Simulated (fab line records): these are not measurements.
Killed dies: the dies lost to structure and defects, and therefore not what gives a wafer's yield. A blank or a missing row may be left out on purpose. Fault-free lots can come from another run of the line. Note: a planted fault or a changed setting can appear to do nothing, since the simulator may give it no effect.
Split-lot trial || flow berkeley_cmos170 || route with 331 steps; 5 lots, 23 wafers read

SPLIT DETAILS
At UCB170_PSD_PEB_04, the setting peb_temp_c was moved away from the recipe's 130 C on 5 of the 23 wafers read, by -1.5% to +1.6%. The other wafers ran this setting at the recipe's value.

FROM THE SPLIT ON TO THE READING: in between, the file shows 1 step
- UCB170_PSD_DEVELOP_05: develop time 45 s

THE READING
Shown in nm: cd_nm at UCB170_PSD_CD_MEAS_06, with target cd 1200 nm. Typical for fault-free wafers on this fab line: 1199.8 nm, with standard deviation 1.2 nm.

{"wafer": "L076.1", "tool, chamber at the split": "litho_track-02, 0", "peb_temp_c as run, C": 130, "against the recipe": "recipe", "cd_nm, nm": 1200.8, "against lot-mates on the recipe": "-"}
{"wafer": "L076.2", "tool, chamber at the split": "litho_track-02, 0", "peb_temp_c as run, C": 130, "against the recipe": "recipe", "cd_nm, nm": 1201.6, "against lot-mates on the recipe": "-"}
{"wafer": "L076.3", "tool, chamber at the split": "litho_track-02, 0", "peb_temp_c as run, C": 130, "against the recipe": "recipe", "cd_nm, nm": 1201.7, "against lot-mates on the recipe": "-"}
{"wafer": "L076.5", "tool, chamber at the split": "litho_track-02, 0", "peb_temp_c as run, C": 130, "against the recipe": "recipe", "cd_nm, nm": 1200.1, "against lot-mates on the recipe": "-"}
{"wafer": "L076.6", "tool, chamber at the split": "litho_track-02, 0", "peb_temp_c as run, C": 130, "against the recipe": "recipe", "cd_nm, nm": 1200.4, "against lot-mates on the recipe": "-"}
{"wafer": "L078.1", "tool, chamber at the split": "litho_track-04, 0", "peb_temp_c as run, C": 128, "against the recipe": "-1.5%", "cd_nm, nm": 1183.8, "against lot-mates on the recipe": -14.6}
{"wafer": "L078.3", "tool, chamber at the split": "litho_track-04, 0", "peb_temp_c as run, C": 130, "against the recipe": "recipe", "cd_nm, nm": 1197.4, "against lot-mates on the recipe": "-"}
{"wafer": "L078.4", "tool, chamber at the split": "litho_track-04, 0", "peb_temp_c as run, C": 128, "against the recipe": "-1.5%", "cd_nm, nm": 1185.5, "against lot-mates on the recipe": -12.9}
{"wafer": "L078.5", "tool, chamber at the split": "litho_track-04, 0", "peb_temp_c as run, C": 128, "against the recipe": "-1.5%", "cd_nm, nm": 1183.2, "against lot-mates on the recipe": -15.2}
{"wafer": "L078.6", "tool, chamber at the split": "litho_track-04, 0", "peb_temp_c as run, C": 130, "against the recipe": "recipe", "cd_nm, nm": 1199.4, "against lot-mates on the recipe": "-"}
{"wafer": "L080.2", "tool, chamber at the split": "litho_track-04, 0", "peb_temp_c as run, C": 130, "against the recipe": "recipe", "cd_nm, nm": 1199.9, "against lot-mates on the recipe": "-"}
{"wafer": "L080.3", "tool, chamber at the split": "litho_track-04, 0", "peb_temp_c as run, C": 130, "against the recipe": "recipe", "cd_nm, nm": 1198.3, "against lot-mates on the recipe": "-"}
{"wafer": "L080.4", "tool, chamber at the split": "litho_track-04, 0", "peb_temp_c as run, C": 130, "against the recipe": "recipe", "cd_nm, nm": 1198.3, "against lot-mates on the recipe": "-"}
{"wafer": "L080.5", "tool, chamber at the split": "litho_track-04, 0", "peb_temp_c as run, C": 130, "against the recipe": "recipe", "cd_nm, nm": 1198.5, "against lot-mates on the recipe": "-"}
{"wafer": "L080.6", "tool, chamber at the split": "litho_track-04, 0", "peb_temp_c as run, C": 130, "against the recipe": "recipe", "cd_nm, nm": 1199.2, "against lot-mates on the recipe": "-"}
{"wafer": "L081.4", "tool, chamber at the split": "litho_track-03, 0", "peb_temp_c as run, C": 130, "against the recipe": "recipe", "cd_nm, nm": 1197.9, "against lot-mates on the recipe": "-"}
{"wafer": "L081.5", "tool, chamber at the split": "litho_track-03, 0", "peb_temp_c as run, C": 130, "against the recipe": "recipe", "cd_nm, nm": 1198.5, "against lot-mates on the recipe": "-"}
{"wafer": "L081.6", "tool, chamber at the split": "litho_track-03, 0", "peb_temp_c as run, C": 130, "against the recipe": "recipe", "cd_nm, nm": 1199.5, "against lot-mates on the recipe": "-"}
{"wafer": "L085.2", "tool, chamber at the split": "litho_track-02, 0", "peb_temp_c as run, C": 130, "against the recipe": "recipe", "cd_nm, nm": 1200.1, "against lot-mates on the recipe": "-"}
{"wafer": "L085.3", "tool, chamber at the split": "litho_track-02, 0", "peb_temp_c as run, C": 130, "against the recipe": "recipe", "cd_nm, nm": 1200.9, "against lot-mates on the recipe": "-"}
{"wafer": "L085.4", "tool, chamber at the split": "litho_track-02, 0", "peb_temp_c as run, C": 132.1, "against the recipe": "+1.6%", "cd_nm, nm": 1214.0, "against lot-mates on the recipe": "+13.7"}
{"wafer": "L085.5", "tool, chamber at the split": "litho_track-02, 0", "peb_temp_c as run, C": 132.1, "against the recipe": "+1.6%", "cd_nm, nm": 1214.0, "against lot-mates on the recipe": "+13.7"}
{"wafer": "L085.6", "tool, chamber at the split": "litho_track-02, 0", "peb_temp_c as run, C": 130, "against the recipe": "recipe", "cd_nm, nm": 1199.9, "against lot-mates on the recipe": "-"}

THE FIT
A straight line over all 23 wafers: cd_nm changes by +9.54 nm for each +1% of peb_temp_c; r = +0.99; the points scatter about the line by 1.2 nm.
The same after taking each lot's own level away (the mean of its wafers on the recipe; 23 wafers): +8.91 nm for each +1%; r = +0.99; scatter 0.76 nm.
Per that fit: largest peb_temp_c move, reading shift of 14 nm.
The lots' own levels span 1198.40 to 1200.92 nm, that is 2.1 times the standard deviation above.
The two slopes agree, so the slope changes little with the lot-to-lot level.
Check: with one of the wafers moved furthest among these (+1.6%) left out of the fit, the line predicts +14.5 nm for it against its lot-mates. It came out at +13.7 nm against them.

OTHER SPLITS APPLIED TO THESE WAFERS
These wafers also went through other splits before the reading. Each is held against what the fit with the lots' levels taken away leaves over:
{"other split on the same wafers": "UCB170_NWELL_CVD_04 temp_c", "wafers away from the commonest value": 10, "r with cd_nm (lot level and that fit taken away)": -0.01}
{"other split on the same wafers": "UCB170_NWELL_EXPOSE_09 dose_mj", "wafers away from the commonest value": 8, "r with cd_nm (lot level and that fit taken away)": "+0.17"}
{"other split on the same wafers": "UCB170_PWELL_CVD_05 time_s", "wafers away from the commonest value": 18, "r with cd_nm (lot level and that fit taken away)": "+0.06"}
{"other split on the same wafers": "UCB170_PWELL_DEVELOP_12 dev_temp_c", "wafers away from the commonest value": 7, "r with cd_nm (lot level and that fit taken away)": "+0.21"}
{"other split on the same wafers": "UCB170_ACTIVE_COAT_08 resist_thk_nm", "wafers away from the commonest value": 7, "r with cd_nm (lot level and that fit taken away)": "+0.33"}
{"other split on the same wafers": "UCB170_PFIELD_IMPLANT_07 energy_kev", "wafers away from the commonest value": 7, "r with cd_nm (lot level and that fit taken away)": -0.08}
{"other split on the same wafers": "UCB170_SCREENOX_OXIDATION_01 temp_c", "wafers away from the commonest value": 10, "r with cd_nm (lot level and that fit taken away)": -0.13}
{"other split on the same wafers": "UCB170_PLDD_PEB_04 peb_temp_c", "wafers away from the commonest value": 9, "r with cd_nm (lot level and that fit taken away)": "+0.14"}
{"other split on the same wafers": "UCB170_NLDD_COAT_01 resist_thk_nm", "wafers away from the commonest value": 9, "r with cd_nm (lot level and that fit taken away)": "+0.04"}
{"other split on the same wafers": "UCB170_NLDD_DEVELOP_05 develop_time_s", "wafers away from the commonest value": 8, "r with cd_nm (lot level and that fit taken away)": "+0.06"}

FILE'S OWN FIT
cd_nm changes by +8.84 nm for each +1% of peb_temp_c, r = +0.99.
